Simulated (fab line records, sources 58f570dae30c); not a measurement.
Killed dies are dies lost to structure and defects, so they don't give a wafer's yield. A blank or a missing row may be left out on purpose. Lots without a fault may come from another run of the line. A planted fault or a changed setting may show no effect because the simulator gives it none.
One fault seen from 2 desks | flow berkeley_cmos170 | each desk has only its own numbers; what lay behind them comes last

THE TOOL OWNER'S DESK: furnace-01
The tool's own readings at UCB170_SCREENOX_OXIDATION_01 (target thk 14.4 nm, ox time 2400 s): means of the sampled wafers that have a number, for each lot that ran on this tool. A lot is out of limits, marked OUT, if its mean lies more than 4 standard deviations from the usual mean; the brackets give that distance.
Columns: A = ox_temp_c at UCB170_SCREENOX_OXIDATION_01, usual 900.1 C; B = ox_temp_c_max at UCB170_SCREENOX_OXIDATION_01, usual 903.4
lot  | first seen here | A     | B
L889 | day 8 08:32     | 900.0 | 902.4
L892 | day 9 17:04     | 900.6 | 903.3
L893 | day 9 17:04     | 899.7 | 903.1
This desk's finding: nothing out of limits on any of the 3 lots.

THE METROLOGY DESK
What the gauges read, lot by lot, whatever tool the lot ran on: means of the sampled wafers that have a number. A lot is out of limits, marked OUT, if its mean lies more than 4 standard deviations from the usual mean; the brackets give that distance.
Columns: A = PWELL_OXIDE_THK at UCB170_PWELL_THK_MEAS_03, usual 26.8 nm; B = WELLDRIVE_OXIDE_THK at UCB170_WELLDRIVE_THK_MEAS_02, usual 201 nm
lot  | first seen here | A    | B
L872 | day 3 11:29     | 26.5 | 193
L874 | day 3 20:08     | 26.8 | 201
L875 | day 3 20:08     | 26.9 | 202
L877 | day 4 10:35     | 27.1 | 204
L880 | day 4 17:32     | 27.2 | 197
L879 | day 4 17:32     | 26.8 | 204
L878 | day 4 17:33     | 26.9 | 202
L883 | day 5 15:28     | 26.2 | 199
L889 | day 5 22:14     | 26.9 | 194
L888 | day 5 22:14     | 26.9 | 204
L891 | day 6 10:22     | 26.5 | 205
L892 | day 6 19:55     | 26.9 | 198
L893 | day 6 22:40     | 27.6 | 197
L894 | day 7 04:35     | 26.7 | 205
This desk's finding: nothing out of limits on any of the 14 lots.

PUT TOGETHER
The tool owner's desk saw nothing out of limits.
The metrology desk saw nothing out of limits.

WHAT THE SIMULATOR HAD PUT IN
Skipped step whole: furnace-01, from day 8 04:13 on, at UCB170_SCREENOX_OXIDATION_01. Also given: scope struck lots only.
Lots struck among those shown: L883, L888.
